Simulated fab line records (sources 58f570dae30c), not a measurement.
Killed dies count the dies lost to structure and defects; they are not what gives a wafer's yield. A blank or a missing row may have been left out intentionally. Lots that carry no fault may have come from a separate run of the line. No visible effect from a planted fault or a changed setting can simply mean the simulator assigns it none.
Which tool is to blame? / flow berkeleyCmos170 / 21 wafers from 7 lots sampled at 2 of the route's 331 steps

== WHAT EACH GAUGE READ, for each wafer ==
UCB170_PWELL_OVL_MEAS_13.
lot=L571; measured=day 3 11:43; on=overlay-01; PWELL_OVL (nm)=-1 -4 3
lot=L574; measured=day 4 15:23; on=overlay-02; PWELL_OVL (nm)=8 -8 8
lot=L578; measured=day 5 01:52; on=overlay-01; PWELL_OVL (nm)=0 -5 -9
lot=L583; measured=day 6 07:50; on=overlay-02; PWELL_OVL (nm)=5 6 3
lot=L586; measured=day 6 20:09; on=overlay-02; PWELL_OVL (nm)=3 -1 2
lot=L589; measured=day 7 06:40; on=overlay-01; PWELL_OVL (nm)=1 1 9
lot=L591; measured=day 7 19:29; on=overlay-02; PWELL_OVL (nm)=-3 1 1

== WHAT TOOL EACH LOT RAN ON (gives the tool, then ch and the chambers of the sampled wafers, and finally the start) ==
lot=L571; UCB170_ZERO_ETCH_06=rieDiel-02 ch 0,3, day 2 08:59
lot=L574; UCB170_ZERO_ETCH_06=rieDiel-01 ch 0,1,2, day 2 23:03
lot=L578; UCB170_ZERO_ETCH_06=rieDiel-01 ch 1,2,3, day 3 20:06
lot=L583; UCB170_ZERO_ETCH_06=rieDiel-03 ch 0,1,2, day 4 18:10
lot=L586; UCB170_ZERO_ETCH_06=rieDiel-02 ch 0,2,3, day 5 11:11
lot=L589; UCB170_ZERO_ETCH_06=rieDiel-01 ch 0,1,3, day 6 00:49
lot=L591; UCB170_ZERO_ETCH_06=rieDiel-03 ch 0,1,2, day 6 09:52
- UCB170_ZERO_ETCH_06: etches SiO2 in CHF3/CF4/Ar, time 12 s.

== THE ANSWER, worked out from the rows above alone ==
Rule: the lots themselves supply what counts as usual. Put in order of their means at a reading, lots are off if they are a third of the lots or fewer, leave a main group of 4 or more, and stand apart from it by a gap of 3 or more times the standard deviation of the main group's means; of several such gaps the widest counts. If all means in a main group match to the digits the tables above print for the reading, that group is not used. Also off: a lot with no number at a reading for which 4 or more lots have one. The other lots that the step has rows for count as sound.
Across all readings shown, no lot is off: no conclusion can be drawn from this.

== WHAT WAS PUT IN BY THE SIMULATOR ==
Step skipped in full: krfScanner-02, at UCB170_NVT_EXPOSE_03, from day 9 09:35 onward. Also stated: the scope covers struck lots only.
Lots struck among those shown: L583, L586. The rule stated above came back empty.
